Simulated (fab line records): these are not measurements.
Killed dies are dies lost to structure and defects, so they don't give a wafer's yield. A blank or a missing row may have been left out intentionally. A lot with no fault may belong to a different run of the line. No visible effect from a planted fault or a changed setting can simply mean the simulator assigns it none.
Which of the tools did it? + flow berkeley-cmos170 + 14 lots with 42 wafers sampled at 7 steps, on a route of 331 steps

## WHAT THE GAUGES SHOWED, per wafer
UCB170_M1_RS_MEAS_01: the measuring method here is four-point-probe.
| lot  | measured     | on            | M1_AL_RS (ohm/sq)    |
|------|--------------|---------------|----------------------|
| L759 | day 7 00:27  | film-metro-01 | 0.0483 0.0476 0.0475 |
| L758 | day 7 02:23  | film-metro-01 | 0.0488 0.0484 0.0481 |
| L760 | day 7 12:19  | film-metro-04 | 0.0485 0.0489 0.0487 |
| L761 | day 7 20:53  | film-metro-01 | 0.0476 0.0475 0.0476 |
| L766 | day 9 06:19  | film-metro-04 | 0.0479 0.1460 0.0479 |
| L764 | day 9 05:21  | film-metro-04 | 0.0486 0.0476 0.0481 |
| L769 | day 10 01:34 | film-metro-03 | 0.0469 0.0471 0.0467 |
| L770 | day 10 12:25 | film-metro-01 | 0.0484 0.0481 0.1547 |
| L773 | day 10 11:08 | film-metro-03 | 0.0494 0.0487 0.0491 |
| L778 | day 11 12:32 | film-metro-01 | 0.0482 0.0477 0.0484 |
| L777 | day 11 14:02 | film-metro-03 | 0.0482 0.0481 0.0479 |
| L780 | day 11 23:35 | film-metro-03 | 0.0480 0.0480 0.0483 |
| L779 | day 11 23:22 | film-metro-04 | 0.0479 0.0476 0.0480 |
| L781 | day 12 09:59 | film-metro-04 | 0.0482 0.0478 0.0478 |

UCB170_M1_THK_MEAS_02: measures by xrf.
| lot  | measured     | on            | M1_AL_THK (nm) |
|------|--------------|---------------|----------------|
| L759 | day 7 00:34  | film-metro-01 | 604 617 616    |
| L758 | day 7 02:31  | film-metro-01 | 599 606 610    |
| L760 | day 7 12:26  | film-metro-04 | 606 592 599    |
| L761 | day 7 20:59  | film-metro-01 | 617 617 614    |
| L766 | day 9 06:25  | film-metro-04 | 611 207 615    |
| L764 | day 9 05:26  | film-metro-04 | 602 616 608    |
| L769 | day 10 01:41 | film-metro-03 | 628 623 626    |
| L770 | day 10 12:32 | film-metro-01 | 599 605 196    |
| L773 | day 10 11:14 | film-metro-03 | 594 603 599    |
| L778 | day 11 12:40 | film-metro-01 | 606 608 601    |
| L777 | day 11 14:09 | film-metro-03 | 607 608 615    |
| L780 | day 11 23:41 | film-metro-03 | 609 608 607    |
| L779 | day 11 23:28 | film-metro-04 | 610 614 603    |
| L781 | day 12 10:05 | film-metro-04 | 603 613 607    |

UCB170_M2_THK_MEAS_03: measures by xrf.
| lot  | measured     | on            | M2_AL_THK (nm) |
|------|--------------|---------------|----------------|
| L759 | day 7 08:20  | film-metro-04 | 921 914 902    |
| L758 | day 7 11:56  | film-metro-01 | 913 895 902    |
| L760 | day 7 22:11  | film-metro-02 | 893 904 901    |
| L761 | day 8 07:49  | film-metro-01 | 905 930 918    |
| L766 | day 9 17:46  | film-metro-02 | 916 910 914    |
| L764 | day 9 17:54  | film-metro-01 | 910 899 914    |
| L769 | day 10 12:47 | film-metro-04 | 903 886 928    |
| L770 | day 10 22:29 | film-metro-01 | 913 900 895    |
| L773 | day 10 20:02 | film-metro-02 | 904 890 885    |
| L778 | day 11 22:35 | film-metro-02 | 894 920 913    |
| L777 | day 11 22:44 | film-metro-01 | 923 895 907    |
| L780 | day 12 11:41 | film-metro-01 | 899 892 900    |
| L779 | day 12 11:31 | film-metro-02 | 908 904 911    |
| L781 | day 12 18:17 | film-metro-02 | 894 897 903    |

## EACH LOT AND THE TOOL THAT RAN IT (in order: tool; ch and the chambers of the sampled wafers; start)
| lot  | UCB170_PVT_STRIP_08                  | UCB170_GATE_ETCH_14                | UCB170_M1_SPUTTER_00         | UCB170_M1_METAL_ETCH_12           |
|------|--------------------------------------|------------------------------------|------------------------------|-----------------------------------|
| L759 | plasma-asher-02 ch 1, day 5 11:10    | rie-diel-04 ch 1,2,3, day 6 02:04  | pvd-sputter-01, day 7 00:22  | rie-metal-04 ch 0,1, day 7 02:17  |
| L758 | plasma-asher-02 ch 0,1, day 5 11:52  | rie-diel-04 ch 0,1,3, day 6 03:08  | pvd-sputter-03, day 7 02:20  | rie-metal-02 ch 0,1, day 7 04:16  |
| L760 | plasma-asher-02 ch 0,1, day 6 03:05  | rie-diel-04 ch 1,3, day 6 17:40    | pvd-sputter-04, day 7 12:16  | rie-metal-03 ch 1, day 7 13:32    |
| L761 | plasma-asher-01 ch 0,1, day 6 06:43  | rie-diel-01 ch 0,2, day 6 20:56    | pvd-sputter-03, day 7 20:48  | rie-metal-02 ch 0,1, day 7 22:42  |
| L766 | plasma-asher-04 ch 1, day 7 07:59    | rie-diel-04 ch 0,2, day 7 22:52    | pvd-sputter-03, day 9 06:14  | rie-metal-02 ch 0,1, day 9 07:31  |
| L764 | plasma-asher-02 ch 0,1, day 7 08:23  | rie-diel-01 ch 0,1, day 7 22:43    | pvd-sputter-01, day 9 05:14  | rie-metal-03 ch 0,1, day 9 06:56  |
| L769 | plasma-asher-01 ch 0, day 8 01:14    | rie-diel-03 ch 1,3, day 8 15:01    | pvd-sputter-01, day 10 01:31 | rie-metal-04 ch 0,1, day 10 03:12 |
| L770 | plasma-asher-01 ch 0,1, day 8 15:05  | rie-diel-04 ch 0,2,3, day 9 08:49  | pvd-sputter-03, day 10 12:21 | rie-metal-04 ch 0,1, day 10 13:53 |
| L773 | plasma-asher-04 ch 0,1, day 8 15:24  | rie-diel-03 ch 0,2,3, day 9 08:47  | pvd-sputter-04, day 10 11:02 | rie-metal-03 ch 0,1, day 10 12:32 |
| L778 | plasma-asher-01 ch 0,1, day 9 22:44  | rie-diel-03 ch 0,1, day 10 14:21   | pvd-sputter-04, day 11 12:29 | rie-metal-02 ch 0,1, day 11 14:05 |
| L777 | plasma-asher-04 ch 0,1, day 9 23:13  | rie-diel-04 ch 0,1,2, day 10 14:05 | pvd-sputter-04, day 11 13:58 | rie-metal-02 ch 0,1, day 11 15:22 |
| L780 | plasma-asher-01 ch 0,1, day 10 10:52 | rie-diel-03 ch 1,2, day 11 00:59   | pvd-sputter-04, day 11 23:30 | rie-metal-03 ch 0,1, day 12 01:35 |
| L779 | plasma-asher-02 ch 0,1, day 10 11:26 | rie-diel-01 ch 0,1, day 11 00:53   | pvd-sputter-01, day 11 23:16 | rie-metal-04 ch 1, day 12 01:33   |
| L781 | plasma-asher-04 ch 0,1, day 10 20:34 | rie-diel-01 ch 0,1, day 11 12:02   | pvd-sputter-01, day 12 09:53 | rie-metal-02 ch 0,1, day 12 11:26 |
- UCB170_PVT_STRIP_08: strips in O2.
- UCB170_GATE_ETCH_14: etches BARC in N2/H2.
- UCB170_M1_SPUTTER_00: material Al, target thk 600 nm, time 80 s.
- UCB170_M1_METAL_ETCH_12: etches Al in Cl2/BCl3, stops on PSG, target depth 780 nm, time 130 s.

## WHAT THE TOOLS THEMSELVES READ (means of the sampled wafers that have a number; where no wafer has one, the mark that the record gives instead)
UCB170_PVT_STRIP_08.
| lot  | tool            | drypump-motor-current-A (A) | oes-product-au (a.u.) | strip-time-to-endpoint-s (s) |
|------|-----------------|-----------------------------|-----------------------|------------------------------|
| L759 | plasma-asher-02 | 5.7                         | 0.734                 | 21.69                        |
| L758 | plasma-asher-02 | 5.6                         | 0.733                 | 21.53                        |
| L760 | plasma-asher-02 | 5.6                         | 0.736                 | 21.66                        |
| L761 | plasma-asher-01 | 6.4                         | 0.734                 | 21.53                        |
| L766 | plasma-asher-04 | 5.1                         | 0.735                 | 21.65                        |
| L764 | plasma-asher-02 | 5.6                         | 0.734                 | 21.71                        |
| L769 | plasma-asher-01 | 6.6                         | 0.735                 | 21.55                        |
| L770 | plasma-asher-01 | 6.4                         | 0.731                 | 21.60                        |
| L773 | plasma-asher-04 | 5.1                         | 0.733                 | 21.63                        |
| L778 | plasma-asher-01 | 6.1                         | 0.732                 | 21.47                        |
| L777 | plasma-asher-04 | 5.1                         | 0.732                 | 21.55                        |
| L780 | plasma-asher-01 | 6.4                         | 0.734                 | 21.55                        |
| L779 | plasma-asher-02 | 5.6                         | 0.730                 | 21.58                        |
| L781 | plasma-asher-04 | 5.1                         | 0.736                 | 21.60                        |

UCB170_GATE_ETCH_14.
| lot  | tool        | drypump-motor-current-A (A) | oes-product-au (a.u.) | throttle-valve-pct (%) |
|------|-------------|-----------------------------|-----------------------|------------------------|
| L759 | rie-diel-04 | 5.4                         | 1.01                  | 13.14                  |
| L758 | rie-diel-04 | 5.5                         | 1.00                  | 13.18                  |
| L760 | rie-diel-04 | 5.1                         | 1.02                  | 13.18                  |
| L761 | rie-diel-01 | 5.9                         | 0.99                  | 13.31                  |
| L766 | rie-diel-04 | 6.0                         | 0.98                  | 13.34                  |
| L764 | rie-diel-01 | 5.9                         | 1.02                  | 13.52                  |
| L769 | rie-diel-03 | 5.3                         | 1.01                  | 13.24                  |
| L770 | rie-diel-04 | 5.8                         | 1.00                  | 13.14                  |
| L773 | rie-diel-03 | 5.4                         | 0.97                  | 13.53                  |
| L778 | rie-diel-03 | 5.5                         | 0.98                  | 13.49                  |
| L777 | rie-diel-04 | 5.6                         | 0.99                  | 13.34                  |
| L780 | rie-diel-03 | 5.5                         | 1.03                  | 13.36                  |
| L779 | rie-diel-01 | 5.8                         | 1.03                  | 13.55                  |
| L781 | rie-diel-01 | 5.9                         | 1.01                  | 13.53                  |

UCB170_M1_SPUTTER_00.
| lot  | tool           | throttle-valve-pct (%) |
|------|----------------|------------------------|
| L759 | pvd-sputter-01 | 29.4                   |
| L758 | pvd-sputter-03 | 29.5                   |
| L760 | pvd-sputter-04 | 29.5                   |
| L761 | pvd-sputter-03 | 29.3                   |
| L766 | pvd-sputter-03 | 29.2                   |
| L764 | pvd-sputter-01 | 30.0                   |
| L769 | pvd-sputter-01 | 30.0                   |
| L770 | pvd-sputter-03 | 28.9                   |
| L773 | pvd-sputter-04 | 29.2                   |
| L778 | pvd-sputter-04 | 29.3                   |
| L777 | pvd-sputter-04 | 29.1                   |
| L780 | pvd-sputter-04 | 29.1                   |
| L779 | pvd-sputter-01 | 29.4                   |
| L781 | pvd-sputter-01 | 29.3                   |

UCB170_M1_METAL_ETCH_12.
| lot  | tool         | drypump-motor-current-A (A) | oes-product-au (a.u.) | throttle-valve-pct (%) |
|------|--------------|-----------------------------|-----------------------|------------------------|
| L759 | rie-metal-04 | 6.4                         | 0.874                 | 24.71                  |
| L758 | rie-metal-02 | 5.4                         | 0.852                 | 24.37                  |
| L760 | rie-metal-03 | 5.7                         | 0.865                 | 24.21                  |
| L761 | rie-metal-02 | 5.3                         | 0.858                 | 24.48                  |
| L766 | rie-metal-02 | 5.3                         | 0.748                 | 24.52                  |
| L764 | rie-metal-03 | 6.1                         | 0.870                 | 24.33                  |
| L769 | rie-metal-04 | 6.3                         | 0.885                 | 24.70                  |
| L770 | rie-metal-04 | 6.3                         | 0.763                 | 24.77                  |
| L773 | rie-metal-03 | 6.1                         | 0.859                 | 24.33                  |
| L778 | rie-metal-02 | 5.3                         | 0.848                 | 24.47                  |
| L777 | rie-metal-02 | 5.4                         | 0.860                 | 24.36                  |
| L780 | rie-metal-03 | 5.9                         | 0.869                 | 24.27                  |
| L779 | rie-metal-04 | 6.5                         | 0.874                 | 24.52                  |
| L781 | rie-metal-02 | 5.3                         | 0.856                 | 24.47                  |

## THE ANSWER, worked out from the rows above alone
Rule: the usual values come from the lots themselves. The widest of any qualifying gaps counts: lots, ordered by their means at a reading, are off when they make up no more than a third of the lots, leave a main group of 4 or more, and stand apart from it by 3 or more times the standard deviation of that group's means. Not used: any main group whose means are identical at the precision the tables above print for the reading. A lot without any number at a reading at which 4 lots or more have one is off too. The other lots that the step has rows for count as sound. The gauges are gone through in route order, then the tools' own readings, and for those a lot's mean is taken as printed above. The first step at which some lot is off is used, and at that step the reading that is off furthest; a lot without a number counts as furthest.
Off: L766, L770, at UCB170_M1_RS_MEAS_01 (M1_AL_RS). The main group: mean 0.0481 ohm/sq, standard deviation 0.00052.
If a tool, at a process step before that reading, ran all the lots that are off and no sound lot after the first of them, it fits. Not tried: the gauges at UCB170_M1_RS_MEAS_01; whatever is off there is also off at UCB170_M1_METAL_ETCH_12, on other tools, and gauge error can't account for it. One candidate fits, namely pvd-sputter-03 at UCB170_M1_SPUTTER_00. Its last sound lot is L761 (day 7 20:48), its first lot that is off L766 (day 9 06:14): a fault that began between those two fits.

## WHAT WAS PUT IN BY THE SIMULATOR
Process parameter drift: pvd-sputter-03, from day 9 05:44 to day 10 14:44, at UCB170_M1_SPUTTER_00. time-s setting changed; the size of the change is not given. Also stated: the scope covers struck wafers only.
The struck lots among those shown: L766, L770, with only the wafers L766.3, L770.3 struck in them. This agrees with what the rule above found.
